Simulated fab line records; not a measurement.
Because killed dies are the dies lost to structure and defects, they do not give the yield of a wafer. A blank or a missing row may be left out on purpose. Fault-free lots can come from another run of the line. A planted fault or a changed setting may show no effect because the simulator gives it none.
What tool caused it? :: flow rit cmos :: Sampling: 7 lots, 21 wafers, 2 of 202 route steps

## WHAT EACH GAUGE READ, for each wafer
RIT_NLDD_OVL_MEAS_06.
lot: L139
measured: day 2 22:15
on: overlay-01
NLDD_OVL (nm): 2.0 0.4 -1.5

lot: L141
measured: day 3 09:54
on: overlay-01
NLDD_OVL (nm): -2.3 -1.8 -2.5

lot: L145
measured: day 4 06:46
on: overlay-01
NLDD_OVL (nm): -148.4 -148.6 -148.9 -147.6 -147.4 -148.3

lot: L152
measured: day 5 19:11
on: overlay-02
NLDD_OVL (nm): 0.4 -0.3 0.5

lot: L154
measured: day 6 03:11
on: overlay-02
NLDD_OVL (nm): 1.8 2.6 2.7

lot: L157
measured: day 6 17:42
on: overlay-02
NLDD_OVL (nm): 0.4 -0.6 0.4

lot: L160
measured: day 7 10:32
on: overlay-02
NLDD_OVL (nm): -1.9 -0.9 -2.1

## WHICH TOOL RAN EACH LOT (tool, then ch and the chambers of the sampled wafers, then the start)
lot: L139
RIT_NLDD_EXPOSE_03: iline stepper-02 ch 0, day 2 21:52

lot: L141
RIT_NLDD_EXPOSE_03: iline stepper-01 ch 0, day 3 09:30

lot: L145
RIT_NLDD_EXPOSE_03: iline stepper-02 ch 0, day 4 06:23

lot: L152
RIT_NLDD_EXPOSE_03: iline stepper-01 ch 0, day 5 18:47

lot: L154
RIT_NLDD_EXPOSE_03: iline stepper-01 ch 0, day 6 02:47

lot: L157
RIT_NLDD_EXPOSE_03: iline stepper-01 ch 0, day 6 17:18

lot: L160
RIT_NLDD_EXPOSE_03: iline stepper-01 ch 0, day 7 10:10
- RIT_NLDD_EXPOSE_03: exposes mask M7, target cd 40700 nm.

## THE ANSWER, worked out from the rows above alone
Rule: the lots themselves supply what counts as usual. The widest of any qualifying gaps counts: lots, ordered by their means at a reading, are off when they make up no more than a third of the lots, leave a main group of 4 or more, and stand apart from it by 3 or more times the standard deviation of that group's means. If all means in a main group match to the digits the tables above print for the reading, that group is not used. Also off: a lot with no number at a reading for which 4 or more lots have one. Any other lot the step has rows for is counted as sound.
Off: at RIT_NLDD_OVL_MEAS_06 (NLDD_OVL), L145. Mean -0.2 nm and standard deviation 1.5 in the main group.
If a tool, at a process step before that reading, ran all the lots that are off and no sound lot after the first of them, it fits. Gauges at RIT_NLDD_OVL_MEAS_06: tried the same way as those tools. Undecided on this evidence; 2 tools fit (iline stepper-02 at RIT_NLDD_EXPOSE_03, overlay-01 at RIT_NLDD_OVL_MEAS_06).

## WHAT THE SIMULATOR PUT IN
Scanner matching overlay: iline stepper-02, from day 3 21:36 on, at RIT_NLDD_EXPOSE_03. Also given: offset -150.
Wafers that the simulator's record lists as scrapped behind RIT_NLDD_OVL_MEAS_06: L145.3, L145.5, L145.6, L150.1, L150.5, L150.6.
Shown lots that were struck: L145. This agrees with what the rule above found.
